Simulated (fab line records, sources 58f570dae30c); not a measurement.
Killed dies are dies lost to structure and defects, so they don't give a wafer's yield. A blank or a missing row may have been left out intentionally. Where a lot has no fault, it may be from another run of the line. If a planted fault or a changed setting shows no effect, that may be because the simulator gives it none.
8D (eight disciplines) problem report, filled in by code / flow berkeleyCmos170 / the parts of the form that need people (team, actions taken, sign-off) are left out

1. THE ISSUE
Mean SPACER_TEOS_THK at UCB170_SPACER_THK_MEAS_01: 320 nm over 6 wafers in 3 lots; fault-free wafers: 375 nm, standard deviation 5.2. That puts it -10 standard deviations away from the usual mean.
First seen on wafer L428.2, day 9 23:01, on filmMetro-02. The record holds 45 wafers of 15 lots with a number at this step. Rule for "out", or "out of limits": more than 4 standard deviations from the usual mean. Any other wafer with a number is counted as sound.

2. WHAT THIS IS AND IS NOT
question=which readings at this step | is=SPACER_TEOS_THK | is not=-
question=which lots | is=L428, L429, L432 | is not=L416, L417, L418, L419, L420, L423, L424, L425, L426, L436, L438, L439
question=which wafers of those lots | is=L428.2, L428.6, L429.2, L429.3, L429.6, L432.2 | is not=L428.1, L432.1, L432.5
question=read on which gauges | is=filmMetro-02, filmMetro-03 | is not=filmMetro-01
question=when | is=from day 9 23:01 | is not=up to then (28 sound wafers); but 11 sound wafers of L432, L436, L438, L439 came after

3. SUSPECTS, AND WHAT RULES EACH OUT
Counting: any tool at a process step up to the reading remains a suspect provided it ran every lot that is out. Sound lots after the first of them don't rule it out here, since some wafers of a struck lot are sound.
- the gauge at UCB170_SPACER_THK_MEAS_01 is ruled out. 2 gauges (filmMetro-02, filmMetro-03) read the wafers that are out.
- pecvd-03 at UCB170_SPACER_CVD_00 (deposits SiO2 from TEOS/O2, target thk 376 nm, time 47 s): kept. It processed each lot that is out (first: L428, day 9 22:58); up to then, its last sound lot is L424 (day 8 16:07).
- pecvd-03, UCB170_SPACER_CVD_00: wafers that are out in chamber 0, sound lot-mates in chambers 1, 2.
Remaining after the count: pecvd-03 at UCB170_SPACER_CVD_00.

4. THE CAUSE (what the simulator had put in)
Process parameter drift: pecvd-03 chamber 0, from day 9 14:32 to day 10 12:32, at UCB170_SPACER_CVD_00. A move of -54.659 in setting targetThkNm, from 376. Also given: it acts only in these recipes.
Counting left only this tool.

5. THE CHAIN OF EFFECTS, in route order
One row per reading whose mean, taken over the struck wafers that have a number, lies over 3 standard deviations from the usual. Scope: only readings with a usual standard deviation given in the record; hours: median across lots of the time from each lot's start at the first step in this table that gives one to its start at this step; sigmas: change in usual standard deviations.
hours=0; step=UCB170_SPACER_THK_MEAS_01; reading=SPACER_TEOS_THK; usual=375 nm; on struck wafers=320; change=-54; sigmas=-10
hours=5; step=UCB170_SPACER_ETCHBACK_03; reading=oesProductAu; usual=0.895 a.u.; on struck wafers=0.793; change=-0.102; sigmas=-6.0
Process steps it contains:
- UCB170_SPACER_ETCHBACK_03: etches SiO2 in CHF3/CF4/Ar, stops on Si, target depth 376 nm, time 100 s.

6. HOW IT WOULD HAVE BEEN CAUGHT EARLIER
8 hours passed between the start of the fault at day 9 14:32 and the first reading out of limits at a measuring or inspecting step in this record, taken at day 9 23:01.
An alarm limit of 4 standard deviations would not have fired on the tool readings at UCB170_SPACER_CVD_00 for which the record gives a usual standard deviation, since none of them was out on any struck wafer.
Lots out: 3; of these, L429, L432 started UCB170_SPACER_CVD_00 on pecvd-03 after day 9 23:01. A hold on the tool at that time would have spared those 2.
